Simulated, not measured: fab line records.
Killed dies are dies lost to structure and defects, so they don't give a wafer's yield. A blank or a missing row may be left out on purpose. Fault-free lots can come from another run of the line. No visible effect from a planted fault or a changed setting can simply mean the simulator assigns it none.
The tool behind it: which one?	flow ritCmos	at 1 step of a route of 202, 14 lots with 42 wafers sampled

== WHAT EACH GAUGE READ, for each wafer ==
Not one reading of a measure or inspect step in the record can be checked against a usual standard deviation.

== TOOL THAT RAN EACH LOT (tool first, then ch and the chambers of the sampled wafers, then the start) ==
lot	RIT_SDANNEAL_CLEAN_00
L189	wetBench-04 ch 2, day 3 01:02
L191	wetBench-02 ch 3, day 3 10:46
L192	wetBench-04 ch 2, day 3 16:34
L193	wetBench-01 ch 0, day 3 20:35
L194	wetBench-01 ch 2, day 4 01:43
L196	wetBench-04 ch 0, day 4 11:43
L198	wetBench-01 ch 1, day 4 21:37
L199	wetBench-02 ch 0, day 5 02:42
L200	wetBench-02 ch 3, day 5 07:23
L202	wetBench-02 ch 1, day 5 17:38
L203	wetBench-02 ch 3, day 5 23:22
L209	wetBench-01 ch 3, day 7 05:26
L210	wetBench-04 ch 0, day 7 10:21
L212	wetBench-04 ch 1, day 7 21:16
- RIT_SDANNEAL_CLEAN_00: cleans in SC1, time 600 s.

== WHAT THE TOOLS THEMSELVES READ (means of the sampled wafers that have a number; where no wafer has one, the mark that the record gives instead) ==
RIT_SDANNEAL_CLEAN_00.
lot	tool	runLengthS (s)
L189	wetBench-04	625
L191	wetBench-02	627
L192	wetBench-04	626
L193	wetBench-01	626
L194	wetBench-01	626
L196	wetBench-04	632
L198	wetBench-01	631
L199	wetBench-02	633
L200	wetBench-02	634
L202	wetBench-02	540
L203	wetBench-02	541
L209	wetBench-01	626
L210	wetBench-04	624
L212	wetBench-04	633

== THE ANSWER, worked out from the rows above alone ==
Rule: usual is defined by the lots themselves. Put in order of their means at a reading, lots are off if they are a third of the lots or fewer, leave a main group of 4 or more, and stand apart from it by a gap of 3 or more times the standard deviation of the main group's means; of several such gaps the widest counts. A main group whose means are all the same, to the digits that the tables above print for the reading, isn't used. A lot without any number at a reading at which 4 lots or more have one is off too. Any other lot the step has rows for is counted as sound. After the gauges, taken in route order, come the tools' own readings; for these a lot's mean is taken, as printed above. At the first step where some lot is off, the reading lying furthest off is the one used; lots without a number count as furthest.
Off: L202, L203 (RIT_SDANNEAL_CLEAN_00, runLengthS). Mean 629 s and standard deviation 3.5 in the main group.
A tool fits if, at that step or a process step before it, it ran every lot that is off, and no sound lot after the first of them. One candidate fits, namely wetBench-02 at RIT_SDANNEAL_CLEAN_00. Its last sound lot is L200 (day 5 07:23), its first lot that is off L202 (day 5 17:38): a fault that began between those two fits.
On the lots that are off, the tool's own readings at RIT_SDANNEAL_CLEAN_00 differ by more than 5 times the standard deviation of the sound lots' means, which bears it out; runLengthS reads 540 s there versus 629 s on the sound lots.

== WHAT HAD BEEN PUT IN BY THE SIMULATOR ==
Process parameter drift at RIT_SDANNEAL_CLEAN_00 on wetBench-02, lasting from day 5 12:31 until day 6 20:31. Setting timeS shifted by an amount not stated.
Lots struck among those shown: L202, L203. The rule given above showed the same thing.
